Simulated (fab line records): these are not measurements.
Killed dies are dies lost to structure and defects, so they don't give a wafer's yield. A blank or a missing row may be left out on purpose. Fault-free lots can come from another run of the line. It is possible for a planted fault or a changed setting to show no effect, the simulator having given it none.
Which of the tools did it? || flow rit cmos || 15 lots with 45 wafers sampled at 4 steps, on a route of 202 steps

== WHAT EACH GAUGE READ, for each wafer ==
RIT_WELLDRIVE_RS_MEAS_02: measurement is done with a four-point probe.
{"lot": "L653", "measured": "day 2 14:34", "on": "film metro-04", "PWELL_RS (ohm/sq)": "426.2 426.9 425.8"}
{"lot": "L656", "measured": "day 3 03:52", "on": "film metro-03", "PWELL_RS (ohm/sq)": "427.6 427.8 427.2"}
{"lot": "L661", "measured": "day 4 03:42", "on": "film metro-02", "PWELL_RS (ohm/sq)": "427.5 428.9 428.3"}
{"lot": "L662", "measured": "day 4 12:59", "on": "film metro-02", "PWELL_RS (ohm/sq)": "427.0 428.3 429.5"}
{"lot": "L663", "measured": "day 4 16:30", "on": "film metro-03", "PWELL_RS (ohm/sq)": "427.3 426.8 428.3"}
{"lot": "L666", "measured": "day 5 05:06", "on": "film metro-02", "PWELL_RS (ohm/sq)": "424.9 425.1 425.1"}
{"lot": "L667", "measured": "day 5 10:12", "on": "film metro-02", "PWELL_RS (ohm/sq)": "424.4 424.8 425.0"}
{"lot": "L668", "measured": "day 5 13:31", "on": "film metro-03", "PWELL_RS (ohm/sq)": "427.5 428.0 426.6"}
{"lot": "L669", "measured": "day 5 21:16", "on": "film metro-03", "PWELL_RS (ohm/sq)": "427.8 428.0 427.6"}
{"lot": "L670", "measured": "day 6 03:29", "on": "film metro-04", "PWELL_RS (ohm/sq)": "425.5 425.2 424.9"}
{"lot": "L671", "measured": "day 6 11:58", "on": "film metro-02", "PWELL_RS (ohm/sq)": "428.1 427.3 428.8"}
{"lot": "L672", "measured": "day 6 15:47", "on": "film metro-04", "PWELL_RS (ohm/sq)": "425.9 425.9 424.6"}
{"lot": "L673", "measured": "day 6 18:19", "on": "film metro-02", "PWELL_RS (ohm/sq)": "427.6 427.5 428.2"}
{"lot": "L674", "measured": "day 6 20:08", "on": "film metro-04", "PWELL_RS (ohm/sq)": "429.1 429.4 428.7"}
{"lot": "L675", "measured": "day 7 02:16", "on": "film metro-03", "PWELL_RS (ohm/sq)": "427.9 426.1 427.3"}

RIT_REOX_THK_MEAS_04.
{"lot": "L653", "measured": "day 3 04:07", "on": "film metro-04", "REOX_OXIDE_THK (nm)": "25.0 25.4 25.2"}
{"lot": "L656", "measured": "day 3 21:37", "on": "film metro-03", "REOX_OXIDE_THK (nm)": "25.2 25.4 25.5"}
{"lot": "L661", "measured": "day 4 18:47", "on": "film metro-02", "REOX_OXIDE_THK (nm)": "24.6 25.5 25.2"}
{"lot": "L662", "measured": "day 5 02:05", "on": "film metro-04", "REOX_OXIDE_THK (nm)": "25.4 25.4 25.5"}
{"lot": "L663", "measured": "day 5 04:38", "on": "film metro-02", "REOX_OXIDE_THK (nm)": "24.6 24.6 24.7"}
{"lot": "L666", "measured": "day 5 20:59", "on": "film metro-02", "REOX_OXIDE_THK (nm)": "25.6 25.1 25.0"}
{"lot": "L667", "measured": "day 6 05:34", "on": "film metro-04", "REOX_OXIDE_THK (nm)": "25.3 25.1 24.7"}
{"lot": "L668", "measured": "day 6 08:11", "on": "film metro-04", "REOX_OXIDE_THK (nm)": "25.7 25.8 25.4"}
{"lot": "L669", "measured": "day 6 10:56", "on": "film metro-02", "REOX_OXIDE_THK (nm)": "25.5 25.5 25.5"}
{"lot": "L670", "measured": "day 6 18:12", "on": "film metro-03", "REOX_OXIDE_THK (nm)": "25.4 25.3 25.4"}
{"lot": "L671", "measured": "day 7 10:43", "on": "film metro-04", "REOX_OXIDE_THK (nm)": "25.6 24.5 24.9"}
{"lot": "L672", "measured": "day 7 16:29", "on": "film metro-02", "REOX_OXIDE_THK (nm)": "24.5 24.8 24.6"}
{"lot": "L673", "measured": "day 7 16:29", "on": "film metro-04", "REOX_OXIDE_THK (nm)": "24.6 24.8 24.7"}
{"lot": "L674", "measured": "day 7 16:29", "on": "film metro-03", "REOX_OXIDE_THK (nm)": "24.2 24.3 24.0"}
{"lot": "L675", "measured": "day 8 03:08", "on": "film metro-04", "REOX_OXIDE_THK (nm)": "24.8 25.1 25.2"}

== EACH LOT AND THE TOOL THAT RAN IT (in order: tool; ch and the chambers of the sampled wafers; start) ==
{"lot": "L653", "RIT_NWELL_EXPOSE_03": "iline stepper-02 ch 0, day 2 05:43", "RIT_PWELL_STRIP_09": "plasma asher-01 ch 0,1, day 2 08:12"}
{"lot": "L656", "RIT_NWELL_EXPOSE_03": "iline stepper-02 ch 0, day 2 18:40", "RIT_PWELL_STRIP_09": "plasma asher-03 ch 0,1, day 2 21:06"}
{"lot": "L661", "RIT_NWELL_EXPOSE_03": "iline stepper-02, day 3 18:53", "RIT_PWELL_STRIP_09": "plasma asher-01 ch 0,1, day 3 21:26"}
{"lot": "L662", "RIT_NWELL_EXPOSE_03": "iline stepper-01, day 4 04:46", "RIT_PWELL_STRIP_09": "plasma asher-01 ch 0,1, day 4 07:32"}
{"lot": "L663", "RIT_NWELL_EXPOSE_03": "iline stepper-01, day 4 06:15", "RIT_PWELL_STRIP_09": "plasma asher-02 ch 0, day 4 08:41"}
{"lot": "L666", "RIT_NWELL_EXPOSE_03": "iline stepper-01 ch 0, day 4 20:44", "RIT_PWELL_STRIP_09": "plasma asher-03 ch 1, day 4 23:16"}
{"lot": "L667", "RIT_NWELL_EXPOSE_03": "iline stepper-01 ch 0, day 5 01:08", "RIT_PWELL_STRIP_09": "plasma asher-02 ch 0,1, day 5 03:44"}
{"lot": "L668", "RIT_NWELL_EXPOSE_03": "iline stepper-02 ch 0, day 5 05:32", "RIT_PWELL_STRIP_09": "plasma asher-01 ch 0,1, day 5 08:05"}
{"lot": "L669", "RIT_NWELL_EXPOSE_03": "iline stepper-01 ch 0, day 5 10:53", "RIT_PWELL_STRIP_09": "plasma asher-02 ch 0,1, day 5 13:49"}
{"lot": "L670", "RIT_NWELL_EXPOSE_03": "iline stepper-01 ch 0, day 5 16:11", "RIT_PWELL_STRIP_09": "plasma asher-03 ch 0,1, day 5 18:36"}
{"lot": "L671", "RIT_NWELL_EXPOSE_03": "iline stepper-02 ch 0, day 6 03:31", "RIT_PWELL_STRIP_09": "plasma asher-02 ch 0,1, day 6 06:11"}
{"lot": "L672", "RIT_NWELL_EXPOSE_03": "iline stepper-02 ch 0, day 6 05:48", "RIT_PWELL_STRIP_09": "plasma asher-03 ch 0,1, day 6 08:23"}
{"lot": "L673", "RIT_NWELL_EXPOSE_03": "iline stepper-02 ch 0, day 6 08:14", "RIT_PWELL_STRIP_09": "plasma asher-02 ch 0,1, day 6 10:38"}
{"lot": "L674", "RIT_NWELL_EXPOSE_03": "iline stepper-01 ch 0, day 6 12:10", "RIT_PWELL_STRIP_09": "plasma asher-01 ch 1, day 6 14:40"}
{"lot": "L675", "RIT_NWELL_EXPOSE_03": "iline stepper-02 ch 0, day 6 16:15", "RIT_PWELL_STRIP_09": "plasma asher-02 ch 0,1, day 6 18:46"}
- RIT_NWELL_EXPOSE_03: exposes mask M2, target cd 43900 nm.
- RIT_PWELL_STRIP_09: strips in O2, time 180 s.

== AS READ BY THE TOOLS THEMSELVES (means over the sampled wafers that have a number; for cases with no such wafer, the mark the record gives instead) ==
RIT_NWELL_EXPOSE_03.
{"lot": "L653", "tool": "iline stepper-02", "exposure dose mJ cm2": 249.86, "focus offset nm (nm)": 1.2}
{"lot": "L656", "tool": "iline stepper-02", "exposure dose mJ cm2": 249.93, "focus offset nm (nm)": 0.4}
{"lot": "L661", "tool": "iline stepper-02", "exposure dose mJ cm2": "-", "focus offset nm (nm)": "-"}
{"lot": "L662", "tool": "iline stepper-01", "exposure dose mJ cm2": "-", "focus offset nm (nm)": "-"}
{"lot": "L663", "tool": "iline stepper-01", "exposure dose mJ cm2": "-", "focus offset nm (nm)": "-"}
{"lot": "L666", "tool": "iline stepper-01", "exposure dose mJ cm2": 250.00, "focus offset nm (nm)": 0.0}
{"lot": "L667", "tool": "iline stepper-01", "exposure dose mJ cm2": 249.70, "focus offset nm (nm)": -0.1}
{"lot": "L668", "tool": "iline stepper-02", "exposure dose mJ cm2": 249.85, "focus offset nm (nm)": -0.3}
{"lot": "L669", "tool": "iline stepper-01", "exposure dose mJ cm2": 249.90, "focus offset nm (nm)": 0.2}
{"lot": "L670", "tool": "iline stepper-01", "exposure dose mJ cm2": 250.01, "focus offset nm (nm)": -0.4}
{"lot": "L671", "tool": "iline stepper-02", "exposure dose mJ cm2": 250.18, "focus offset nm (nm)": 0.3}
{"lot": "L672", "tool": "iline stepper-02", "exposure dose mJ cm2": 249.93, "focus offset nm (nm)": 0.2}
{"lot": "L673", "tool": "iline stepper-02", "exposure dose mJ cm2": 250.35, "focus offset nm (nm)": 0.7}
{"lot": "L674", "tool": "iline stepper-01", "exposure dose mJ cm2": 250.16, "focus offset nm (nm)": 1.4}
{"lot": "L675", "tool": "iline stepper-02", "exposure dose mJ cm2": 249.35, "focus offset nm (nm)": 0.0}

RIT_PWELL_STRIP_09.
{"lot": "L653", "tool": "plasma asher-01", "chamber pressure mTorr (mTorr)": 4003, "drypump motor current A (A)": 5.1}
{"lot": "L656", "tool": "plasma asher-03", "chamber pressure mTorr (mTorr)": 4000, "drypump motor current A (A)": 5.8}
{"lot": "L661", "tool": "plasma asher-01", "chamber pressure mTorr (mTorr)": 3996, "drypump motor current A (A)": 5.1}
{"lot": "L662", "tool": "plasma asher-01", "chamber pressure mTorr (mTorr)": 4000, "drypump motor current A (A)": 5.2}
{"lot": "L663", "tool": "plasma asher-02", "chamber pressure mTorr (mTorr)": 4001, "drypump motor current A (A)": 6.4}
{"lot": "L666", "tool": "plasma asher-03", "chamber pressure mTorr (mTorr)": 4003, "drypump motor current A (A)": 5.7}
{"lot": "L667", "tool": "plasma asher-02", "chamber pressure mTorr (mTorr)": 3997, "drypump motor current A (A)": 5.6}
{"lot": "L668", "tool": "plasma asher-01", "chamber pressure mTorr (mTorr)": 4000, "drypump motor current A (A)": 5.1}
{"lot": "L669", "tool": "plasma asher-02", "chamber pressure mTorr (mTorr)": 4000, "drypump motor current A (A)": 6.0}
{"lot": "L670", "tool": "plasma asher-03", "chamber pressure mTorr (mTorr)": 3999, "drypump motor current A (A)": 5.8}
{"lot": "L671", "tool": "plasma asher-02", "chamber pressure mTorr (mTorr)": 3997, "drypump motor current A (A)": 5.6}
{"lot": "L672", "tool": "plasma asher-03", "chamber pressure mTorr (mTorr)": 4004, "drypump motor current A (A)": 5.8}
{"lot": "L673", "tool": "plasma asher-02", "chamber pressure mTorr (mTorr)": 4001, "drypump motor current A (A)": 6.0}
{"lot": "L674", "tool": "plasma asher-01", "chamber pressure mTorr (mTorr)": 4000, "drypump motor current A (A)": 5.2}
{"lot": "L675", "tool": "plasma asher-02", "chamber pressure mTorr (mTorr)": 4000, "drypump motor current A (A)": 5.6}

== THE ANSWER, worked out from the rows above alone ==
Rule: what is usual is taken from the lots themselves. The widest of any qualifying gaps counts: lots, ordered by their means at a reading, are off when they make up no more than a third of the lots, leave a main group of 4 or more, and stand apart from it by 3 or more times the standard deviation of that group's means. If all means in a main group match to the digits the tables above print for the reading, that group is not used. Also off: a lot with no number at a reading for which 4 or more lots have one. Where the step has rows for the other lots, those lots are counted as sound. Order of review: gauges by route order, followed by the tools' own readings, for which a lot's mean as printed above is used. The first step at which some lot is off is used, and at that step the reading that is off furthest; a lot without a number counts as furthest.
Off at RIT_NWELL_EXPOSE_03 (exposure dose mJ cm2): L661, L662, L663. Without a number there: L661, L662, L663. The main group has a mean of 249.94 with a standard deviation of 0.24.
If a tool, at that step or one of the process steps before it, ran each lot that is off and ran no sound lot following the first of them, it fits. No candidate that was tried fits.

== WHAT HAD BEEN PUT IN BY THE SIMULATOR ==
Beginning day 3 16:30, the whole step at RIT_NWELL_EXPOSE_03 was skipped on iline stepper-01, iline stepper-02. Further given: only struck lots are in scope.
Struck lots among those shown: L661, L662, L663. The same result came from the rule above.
